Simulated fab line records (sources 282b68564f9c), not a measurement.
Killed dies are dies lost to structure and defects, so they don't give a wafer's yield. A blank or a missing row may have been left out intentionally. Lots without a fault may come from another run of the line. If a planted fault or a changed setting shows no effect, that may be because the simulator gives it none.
fab line records ; flow ritCmos
record lots=14; wafers=42; lastDay=8
route steps=202 shown M1@196
lots that met no fault: from a run of the same line without faults
startH: hours from the record's opening day to when the first of the lot's shown wafers began ; waitH: hours elapsed since this lot's preceding step ; " same as the row above ; L1.1+2: a row that stands for several wafers ; - no value present, or no start provided ; * or withheld: withheld ; < > ~ a bound
route shown NAME@n: NAME is a module with steps in the file, n the number in the route of the first one ; usual: the fault-free wafers' mean and standard deviation ; same: alike in all rows ; chamber/n: place in a boat ; sites: per-site readings ; _std_site: the values' standard deviation ; _edge_site: mean of outer sites minus mean of inner sites ; radiusMm: for every site, how far away it sits from the centre of the wafer ; mask NAME#n: copy n ; behind: the most recent tool/chamber to have shaped the wafer ; hold: why the lot went on hold/how many hours it stayed there/how the hold came to an end ; device: whichever transistor did not switch (one of n, p or np) ; end of line: tests run on the same wafers once the route is complete ; for a step that has no rows: nothing shown but its recipe ; killed: dies that structure and defects cost at the first sort, which is not the same as the wafer's yield ; map: shows each die of a wafer: x if killed, . if not, _ if none is there
set.NAME: the setting as run; set.NAME@STEP: as run at that earlier step ; model.NAME: the simulator's own value behind a step, which no gauge read
a sample of lots followed through the steps of the route, with each step as a table and each wafer as a row
services: when a tool's chamber went out of use (startH, in hours from the record's first day, below 0 if earlier), for how many hours, and the reason
## steps
# step RIT_M1_METAL_ETCH_12
# recipe stopOn=SiO2; chemistry=Cl2/BCl3; target=Al; timeS=165; overEtchFrac=0.5; pressureMtorr=100; targetDepthA=6000; rfW=250; Cl2_flow_sccm=60; bcl3FlowSccm=50
# usual chamberPressureMTorr=100.01/0.084; drypumpMotorCurrentA=5.4/0.52; oesProductAu=0.778/0.0094; throttleValvePct=8.29/0.15
# same timeS=165
lot.wafer;tool;chamber;startH;waitH;chamberPressureMTorr;drypumpMotorCurrentA;oesProductAu;rfHoursCounterH;throttleValvePct
L173.1;rieMetal-04;0;57.43;0.2;100.03;5.7;0.776;33;8.18
L173.2;rieMetal-04;1;57.43;0.2;100.01;4.9;0.775;38;8.47
L173.4;rieMetal-04;0;57.43;0.2;100.06;5.6;0.786;-;8.17
L174.3;rieMetal-02;0;66.88;0.2;99.93;5.3;0.789;-;8.07
L174.4;rieMetal-02;1;66.88;0.2;100.01;5.6;0.765;-;8.47
L174.6;rieMetal-02;0;66.88;0.2;99.92;5.3;0.787;-;8.08
L175.1;rieMetal-03;0;69.27;0.2;100.11;4.9;0.776;2;8.35
L175.3;rieMetal-03;1;69.27;0.2;100.11;6.4;0.780;-;8.19
L175.6;rieMetal-03;0;69.27;0.2;100.05;4.9;0.781;-;8.36
L177.1;rieMetal-02;1;80.22;0.2;99.91;5.6;0.784;4;8.47
L177.5;rieMetal-02;1;80.22;0.2;100.04;5.6;0.774;-;8.45
L177.6;rieMetal-02;1;80.22;0.2;100.10;5.6;0.772;-;8.46
L178.1;rieMetal-03;1;89.49;0.2;99.99;6.4;0.783;3;8.19
L178.5;rieMetal-03;0;89.49;0.2;99.95;4.9;0.782;-;8.35
L178.6;rieMetal-03;1;89.49;0.2;100.12;6.4;0.775;-;8.19
L179.3;rieMetal-04;1;92.27;0.2;100.06;4.9;0.777;-;8.47
L179.5;rieMetal-04;0;92.27;0.2;99.98;5.6;0.776;-;8.18
L179.6;rieMetal-04;1;92.27;0.2;100.06;4.9;0.780;-;8.49
L180.1;rieMetal-02;1;94.64;0.2;99.99;5.6;0.776;4;8.46
L180.3;rieMetal-02;0;94.64;0.2;100.09;5.3;0.775;-;8.07
L180.4;rieMetal-02;1;94.64;0.2;99.98;5.6;0.787;-;8.46
L181.2;rieMetal-03;1;101.97;0.2;99.93;6.4;0.774;3;8.21
L181.4;rieMetal-03;0;101.97;0.2;99.89;4.9;0.775;-;8.35
L181.6;rieMetal-03;0;101.97;0.2;99.98;4.9;0.776;-;8.36
L182.1;rieMetal-04;0;106.24;0.2;100.05;5.6;0.778;34;8.18
L182.3;rieMetal-04;1;106.24;0.2;100.10;4.9;0.766;-;8.48
L182.6;rieMetal-04;0;106.24;0.2;100.12;5.6;0.772;-;8.20
L187.1;rieMetal-03;0;134.53;0.2;100.00;4.9;0.785;3;8.36
L187.2;rieMetal-03;1;134.53;0.2;100.14;6.4;0.782;3;8.19
L187.4;rieMetal-03;0;134.53;0.2;100.02;4.9;0.761;-;8.34
L190.2;rieMetal-03;0;164.64;0.2;100.15;4.9;0.767;3;8.36
L190.3;rieMetal-03;1;164.64;0.2;100.07;6.4;0.779;-;8.19
L190.5;rieMetal-03;0;164.64;0.2;100.09;4.9;0.771;-;8.34
L191.1;rieMetal-02;0;178.13;0.2;99.84;5.3;0.793;5;8.08
L191.4;rieMetal-02;0;178.13;0.2;100.01;5.3;0.784;-;8.08
L191.6;rieMetal-02;0;178.13;0.2;100.14;5.3;0.792;-;8.07
L192.2;rieMetal-04;0;178.38;0.2;99.94;5.6;0.765;0;8.19
L192.3;rieMetal-04;0;178.38;0.2;100.09;5.6;0.770;-;8.17
L192.4;rieMetal-04;1;178.38;0.2;99.99;4.8;0.787;-;8.48
L196.1;rieMetal-04;0;192.08;0.2;100.00;5.6;0.764;0;8.18
L196.3;rieMetal-04;0;192.08;0.2;99.99;5.6;0.756;-;8.19
L196.4;rieMetal-04;1;192.08;0.2;99.95;4.8;0.781;-;8.50
# step RIT_M1_CD_MEAS_90
# recipe targetCdNm=2600
# usual cdNm=2600/3.7
lot.wafer;tool;chamber;startH;waitH;cdNm
L173.1;cdSem-02;-;58.12;0.1;2601
L173.2;cdSem-02;-;58.12;0.1;2593
L173.4;cdSem-02;-;58.12;0.1;2601
L174.3;cdSem-02;-;67.41;0.1;2610
L174.4;cdSem-02;-;67.41;0.1;2606
L174.6;cdSem-02;-;67.41;0.1;2609
L175.1;cdSem-01;-;69.78;0.1;2597
L175.3;cdSem-01;-;69.78;0.1;2600
L175.6;cdSem-01;-;69.78;0.1;2598
L177.1;cdSem-02;-;81.02;0.2;2600
L177.5;cdSem-02;-;81.02;0.2;2600
L177.6;cdSem-02;-;81.02;0.2;2599
L178.1;cdSem-02;-;90.01;0.1;2601
L178.5;cdSem-02;-;90.01;0.1;2594
L178.6;cdSem-02;-;90.01;0.1;2599
L179.3;cdSem-02;-;92.77;0.1;2593
L179.5;cdSem-02;-;92.77;0.1;2597
L179.6;cdSem-02;-;92.77;0.1;2595
L180.1;cdSem-02;-;95.17;0.1;2598
L180.3;cdSem-02;-;95.17;0.1;2603
L180.4;cdSem-02;-;95.17;0.1;2601
L181.2;cdSem-02;-;102.50;0.1;2598
L181.4;cdSem-02;-;102.50;0.1;2594
L181.6;cdSem-02;-;102.50;0.1;2596
L182.1;cdSem-01;-;106.75;0.1;2601
L182.3;cdSem-01;-;106.75;0.1;2600
L182.6;cdSem-01;-;106.75;0.1;2602
L187.1;cdSem-01;-;135.04;0.1;2590
L187.2;cdSem-01;-;135.04;0.1;2587
L187.4;cdSem-01;-;135.04;0.1;2589
L190.2;cdSem-01;-;165.17;0.1;2588
L190.3;cdSem-01;-;165.17;0.1;2587
L190.5;cdSem-01;-;165.17;0.1;2587
L191.1;cdSem-01;-;178.65;0.1;2605
L191.4;cdSem-01;-;178.65;0.1;2604
L191.6;cdSem-01;-;178.65;0.1;2604
L192.2;cdSem-01;-;178.92;0.1;2601
L192.3;cdSem-01;-;178.92;0.1;2602
L192.4;cdSem-01;-;178.92;0.1;2594
L196.1;cdSem-01;-;192.60;0.1;2606
L196.3;cdSem-01;-;192.60;0.1;2605
L196.4;cdSem-01;-;192.60;0.1;2595
# step RIT_M1_PROBE_99
# usual defectLimitedYield=97.3/1.2; killed_at_M0_to_M3=0.0/0.14; killedAtContacts=0.1/0.3; killedAtFrontEnd=7/3.1; killedDies=7/3.1; killedOnRim=1.9/1.5; killedOpen=3.8/2.3; killedShort=3.2/1.9; sort_bin_3_pad_short=0.1/0.2; sort_bin_5_function=1.6/0.91; sort_bin_6_memory=1.0/0.6; sortNPass=257/3.1; sortYieldPct=97.3/1.2
# same grossDies=264; killed_at_M4_up=0; killedAtBackSide=0; killedAtOther=0
lot.wafer;tool;chamber;startH;waitH;defectLimitedYield[%];killed_at_M0_to_M3;killedAtContacts;killedAtFrontEnd;killedDies;killedOnRim;killedOpen;killedShort;sort_bin_3_pad_short[%];sort_bin_5_function[%];sort_bin_6_memory[%];sortNPass;sortYieldPct[%]
L174.3;prober-02;-;69.21;0.2;95.5;0;0;12;12;4;7;5;0;3.0;1.5;252;95.5
L174.4;prober-02;-;69.26;0.2;98.9;0;0;3;3;1;2;1;0;0;1.1;261;98.9
L174.6;prober-02;-;69.36;0.2;97.7;0;0;6;6;4;4;2;0;0.8;1.5;258;97.7
L175.1;prober-01;-;71.52;0.1;97.7;0;0;6;6;2;3;3;0;1.9;0.4;258;97.7
L175.3;prober-01;-;71.62;0.2;96.6;0;0;9;9;3;4;5;0;2.7;0.8;255;96.6
L175.6;prober-01;-;71.77;0.2;97.7;0;0;6;6;3;2;4;0.4;1.5;0.4;258;97.7
L177.1;prober-01;-;82.76;0.1;97.0;0;0;8;8;1;6;2;0;2.3;0.8;256;97.0
L177.5;prober-01;-;82.96;0.2;97.7;0;0;6;6;3;5;1;0;1.5;0.8;258;97.7
L177.6;prober-01;-;83.01;0.2;95.8;0;0;11;11;3;5;6;0;3.0;1.1;253;95.8
L178.1;prober-02;-;91.75;0.1;97.0;1;0;7;8;3;3;5;0.8;1.1;1.1;256;97.0
L178.5;prober-02;-;91.95;0.2;97.7;0;0;6;6;1;2;4;0.4;1.1;0.8;258;97.7
L178.6;prober-02;-;92.00;0.2;97.7;0;0;6;6;0;3;3;0;0.8;1.5;258;97.7
L179.3;prober-01;-;94.57;0.2;97.3;0;0;7;7;1;2;5;0;1.5;1.1;257;97.3
L179.5;prober-01;-;94.67;0.2;95.8;0;1;10;11;1;5;6;0.4;3.4;0.4;253;95.8
L179.6;prober-01;-;94.72;0.2;96.6;0;0;9;9;2;4;5;0;1.9;1.5;255;96.6
L180.1;prober-02;-;96.91;0.1;96.6;0;0;9;9;2;2;7;0.4;1.5;1.5;255;96.6
L180.3;prober-02;-;97.01;0.2;94.7;0;0;14;14;3;8;6;0;5.3;0;250;94.7
L180.4;prober-02;-;97.06;0.2;96.2;0;0;10;10;3;8;2;0;2.7;1.1;254;96.2
L181.2;prober-01;-;104.27;0.1;97.3;0;1;6;7;0;4;3;0;2.3;0.4;257;97.3
L181.4;prober-01;-;104.37;0.2;97.0;0;0;8;8;2;4;4;0;1.9;1.1;256;97.0
L181.6;prober-01;-;104.47;0.2;98.1;0;0;5;5;1;4;1;0;1.5;0.4;259;98.1
L182.1;prober-02;-;108.49;0.1;97.7;0;0;6;6;1;4;2;0.4;1.1;0.8;258;97.7
L182.3;prober-02;-;108.59;0.2;99.6;0;0;1;1;0;1;0;0;0;0.4;263;99.6
L182.6;prober-02;-;108.74;0.2;97.0;0;1;7;8;0;4;4;0;1.5;1.5;256;97.0
L187.1;prober-01;-;137.40;0.1;97.0;0;0;8;8;5;7;1;0;2.3;0.8;256;97.0
L187.2;prober-01;-;137.45;0.1;97.3;0;0;7;7;2;4;3;0;1.1;1.5;257;97.3
L187.4;prober-01;-;137.55;0.2;96.6;0;0;9;9;1;5;4;0;1.5;1.9;255;96.6
# killed by level:class
L174.3 FOX1:geometricParticle:open=3 SILICIDE:geometricParticle:open=3 FOX1:geometricParticle:short=2 GATE:geometricParticle:short=2 GATE:geometricParticle:open=1 REOX:geometricParticle:short=1
L174.4 FOX1:geometricParticle:open=1 GATE:geometricParticle:open=1 SILICIDE:geometricParticle:short=1
L174.6 GATE:geometricParticle:open=2 FOX1:geometricParticle:open=1 GATE:geometricParticle:short=1 SPACER:geometricParticle:short=1 SILICIDE:geometricParticle:open=1
L175.1 FOX2:geometricParticle:open=2 SILICIDE:geometricParticle:short=2 GATE:geometricParticle:open=1 GATE:geometricParticle:short=1
L175.3 FOX1:geometricParticle:open=2 GATE:geometricParticle:short=2 SPACER:geometricParticle:short=2 FOX2:geometricParticle:open=1 SILICIDE:geometricParticle:open=1 SILICIDE:geometricParticle:short=1
L175.6 GATE:geometricParticle:short=2 FOX1:geometricParticle:short=1 FOX2:geometricParticle:short=1 GATE:geometricParticle:open=1 REOX:geometricParticle:open=1
L177.1 GATE:geometricParticle:open=3 GATE:geometricParticle:short=2 ACTIVE:geometricParticle:open=1 FOX1:geometricParticle:open=1 REOX:geometricParticle:open=1
L177.5 FOX1:geometricParticle:open=2 SILICIDE:geometricParticle:open=2 FOX1:geometricParticle:short=1 GATE:geometricParticle:open=1
L177.6 GATE:geometricParticle:short=4 GATE:geometricParticle:open=3 FOX2:geometricParticle:open=1 FOX2:geometricParticle:short=1 REOX:geometricParticle:open=1 SILICIDE:geometricParticle:short=1
L178.1 GATE:geometricParticle:short=2 FOX1:geometricParticle:open=1 FOX2:geometricParticle:short=1 FOX2:geometricParticle:open=1 REOX:geometricParticle:short=1 SILICIDE:geometricParticle:open=1 M1:geometricParticle:short=1
L178.5 GATE:geometricParticle:short=2 FOX1:geometricParticle:open=1 REOX:geometricParticle:short=1 SILICIDE:geometricParticle:short=1 SILICIDE:geometricParticle:open=1
L178.6 FOX1:geometricParticle:short=2 GATE:geometricParticle:open=2 SILICIDE:geometricParticle:short=1 SILICIDE:geometricParticle:open=1
L179.3 GATE:geometricParticle:short=5 GATE:geometricParticle:open=1 SILICIDE:geometricParticle:open=1
L179.5 FOX2:geometricParticle:open=3 GATE:geometricParticle:short=3 GATE:geometricParticle:open=1 REOX:geometricParticle:short=1 REOX:geometricParticle:open=1 SILICIDE:geometricParticle:short=1 CONTACT:geometricParticle:short=1
L179.6 GATE:geometricParticle:short=3 GATE:geometricParticle:open=2 REOX:geometricParticle:short=1 SPACER:geometricParticle:open=1 SILICIDE:geometricParticle:open=1 SILICIDE:geometricParticle:short=1
L180.1 GATE:geometricParticle:short=3 FOX1:geometricParticle:short=2 FOX1:geometricParticle:open=1 FOX2:geometricParticle:short=1 GATE:geometricParticle:open=1 SPACER:geometricParticle:short=1
L180.3 SPACER:geometricParticle:open=4 FOX1:geometricParticle:short=3 GATE:geometricParticle:open=2 SILICIDE:geometricParticle:short=2 GATE:geometricParticle:short=1 REOX:geometricParticle:open=1 SILICIDE:geometricParticle:open=1
L180.4 FOX1:geometricParticle:open=2 GATE:geometricParticle:open=2 SPACER:geometricParticle:open=2 FOX2:geometricParticle:short=1 REOX:geometricParticle:open=1 SPACER:geometricParticle:short=1 SILICIDE:geometricParticle:open=1
L181.2 FOX1:geometricParticle:short=2 GATE:geometricParticle:short=1 GATE:geometricParticle:open=1 SPACER:geometricParticle:open=1 SILICIDE:geometricParticle:open=1 CONTACT:geometricParticle:open=1
L181.4 GATE:geometricParticle:open=2 GATE:geometricParticle:short=2 SPACER:geometricParticle:open=2 FOX1:geometricParticle:short=1 SPACER:geometricParticle:short=1
L181.6 FOX2:geometricParticle:open=2 FOX2:geometricParticle:short=1 REOX:geometricParticle:open=1 SPACER:geometricParticle:open=1
L182.1 REOX:geometricParticle:short=2 FOX2:geometricParticle:open=1 GATE:geometricParticle:open=1 SPACER:geometricParticle:open=1 SILICIDE:geometricParticle:open=1
L182.3 GATE:geometricParticle:open=1
L182.6 SILICIDE:geometricParticle:short=2 FOX1:geometricParticle:open=1 FOX2:geometricParticle:short=1 GATE:geometricParticle:open=1 REOX:geometricParticle:short=1 SILICIDE:geometricParticle:open=1 CONTACT:geometricParticle:open=1
L187.1 FOX1:geometricParticle:open=2 ACTIVE:geometricParticle:open=1 GATE:geometricParticle:open=1 GATE:geometricParticle:short=1 REOX:geometricParticle:open=1 SPACER:geometricParticle:open=1 SILICIDE:geometricParticle:open=1
L187.2 GATE:geometricParticle:short=2 REOX:geometricParticle:open=2 FOX1:geometricParticle:open=1 GATE:geometricParticle:open=1 SILICIDE:geometricParticle:short=1
L187.4 GATE:geometricParticle:open=2 REOX:geometricParticle:short=2 GATE:geometricParticle:short=1 REOX:geometricParticle:open=1 SPACER:geometricParticle:short=1 SPACER:geometricParticle:open=1 SILICIDE:geometricParticle:open=1
## services
tool;chamber;startH;hours;kind
rieMetal-04;1;60.78;5.2;repair
rieMetal-03;-;69.57;0.2;repair
rieMetal-02;0;74.41;7.7;repair
rieMetal-04;1;95.46;3.5;repair
rieMetal-04;-;136.12;20.0;pm
rieMetal-04;0;136.12;20.0;ventCycle
rieMetal-04;1;136.12;20.0;ventCycle
rieMetal-02;1;137.18;27.6;repair
rieMetal-04;0;156.12;-;clean
rieMetal-04;1;156.12;-;clean
rieMetal-04;-;172.82;0.7;repair
## key
firstSign step=RIT_M1_CD_MEAS_90; reading=cdNm; direction=down; sigmas=3.2; usual=2600; struck=2588
effect none on later readings
metAt RIT_M1_METAL_ETCH_12
struckLots L187,L190
onsetBetween 101.97 134.53
fault kind=processParameterDrift; tool=rieMetal-03; chamber=-; onsetH=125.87; steps=RIT_M1_METAL_ETCH_12; channel=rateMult; offset=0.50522; shape=step; endH=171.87
